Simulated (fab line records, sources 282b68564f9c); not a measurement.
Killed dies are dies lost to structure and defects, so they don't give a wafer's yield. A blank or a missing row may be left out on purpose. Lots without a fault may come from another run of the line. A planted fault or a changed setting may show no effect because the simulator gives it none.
Tool commonality check | flow rit_cmos | 13 lots, 39 wafers sampled

WHY IT WAS OPENED
At RIT_GATE_THK_MEAS_09 the reading GATE_POLY_THK is flagged on 1 of 13 lots. Wafers without a fault read 251.2 nm, standard deviation 2.1.
Rule: a lot is flagged when every wafer of it that has a number lies more than 4 standard deviations from that mean, or none has a number. The other lots count as sound.

lot  | measured    | on            | GATE_POLY_THK (nm), wafer by wafer | flag
L854 | day 2 18:52 | film_metro-01 | 251.4 252.8 252.6                  |
L855 | day 2 21:49 | film_metro-01 | 250.2 252.8 250.5                  |
L856 | day 3 04:01 | film_metro-02 | 246.2 245.0 248.9                  |
L857 | day 3 08:07 | film_metro-02 | 251.1 250.5 250.3                  |
L859 | day 3 19:06 | film_metro-02 | 251.5 254.9 255.2                  |
L860 | day 4 03:59 | film_metro-01 | 251.3 252.6 250.1                  |
L861 | day 4 05:58 | film_metro-02 | 248.2 249.1 250.1                  |
L864 | day 4 18:36 | film_metro-01 | 92.7 92.0 91.8                     | FLAGGED
L865 | day 4 22:50 | film_metro-02 | 250.8 250.2 247.5                  |
L866 | day 5 05:36 | film_metro-02 | 251.4 254.5 252.2                  |
L873 | day 6 16:25 | film_metro-02 | 253.1 252.4 251.5                  |
L874 | day 6 20:52 | film_metro-01 | 251.7 249.4 249.6                  |
L876 | day 7 08:10 | film_metro-01 | 255.9 253.5 254.9                  |
The numbers of the flagged lots are 92.2 nm on average: -159.0 nm against the usual, or -76 standard deviations.

WHICH TOOL RAN EACH LOT
The record holds 1 process step before the reading, out of a route of 202 steps. In each cell: the tool, then ch and the chambers that the sampled wafers went through, then the start.
lot  | flag    | RIT_GATE_CVD_08
L854 |         | lpcvd-02 ch 1, day 2 17:15
L855 |         | lpcvd-01 ch 0, day 2 20:12
L856 |         | lpcvd-01 ch 0, day 3 02:23
L857 |         | lpcvd-02 ch 0, day 3 06:29
L859 |         | lpcvd-02 ch 1, day 3 16:41
L860 |         | lpcvd-01 ch 0, day 4 02:22
L861 |         | lpcvd-01 ch 0, day 4 04:20
L864 | FLAGGED | lpcvd-01 ch 1, day 4 16:57
L865 |         | lpcvd-02 ch 1, day 4 21:12
L866 |         | lpcvd-02 ch 1, day 5 03:57
L873 |         | lpcvd-02 ch 1, day 6 13:59
L874 |         | lpcvd-02 ch 0, day 6 18:26
L876 |         | lpcvd-02 ch 0, day 7 05:44
What these steps do:
- RIT_GATE_CVD_08: deposits poly-Si from SiH4, target thk 250 nm, time 2220 s.
- RIT_GATE_THK_MEAS_09

FLAGGED OVER TOTAL, TOOL BY TOOL (the gauges that took the reading come last)
step                 | tool          | lots run | flagged | share of the flagged lots | sound lots run after its first flagged lot
RIT_GATE_CVD_08      | lpcvd-01      | 5        | 1       | all                       | 0
RIT_GATE_CVD_08      | lpcvd-02      | 8        | 0       | none                      | -
RIT_GATE_THK_MEAS_09 | film_metro-01 | 6        | 1       | all                       | 2 (L874,L876)
RIT_GATE_THK_MEAS_09 | film_metro-02 | 7        | 0       | none                      | -

WHAT THE TABLE ALLOWS
2 rows of the table ran every flagged lot: lpcvd-01 at RIT_GATE_CVD_08, film_metro-01 at RIT_GATE_THK_MEAS_09.
- lpcvd-01 at RIT_GATE_CVD_08: 1 of its 5 lots flagged. Its last sound lot is L861 (day 4 04:20), its first flagged lot L864 (day 4 16:57): a fault that began between those two fits.
- film_metro-01 at RIT_GATE_THK_MEAS_09: 1 of its 6 lots flagged. Sound lots ran on it after the first flagged one (L874, L876), which a lasting fault on the whole tool wouldn't allow.
One tool is left: lpcvd-01 at RIT_GATE_CVD_08.

WHAT THE SIMULATOR HAD PUT IN
Process parameter drift: lpcvd-01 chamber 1, from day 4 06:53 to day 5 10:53, at RIT_GATE_CVD_08. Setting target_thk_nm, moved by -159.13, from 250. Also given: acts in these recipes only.
Lots struck among those shown: L864. The rule above found the same.
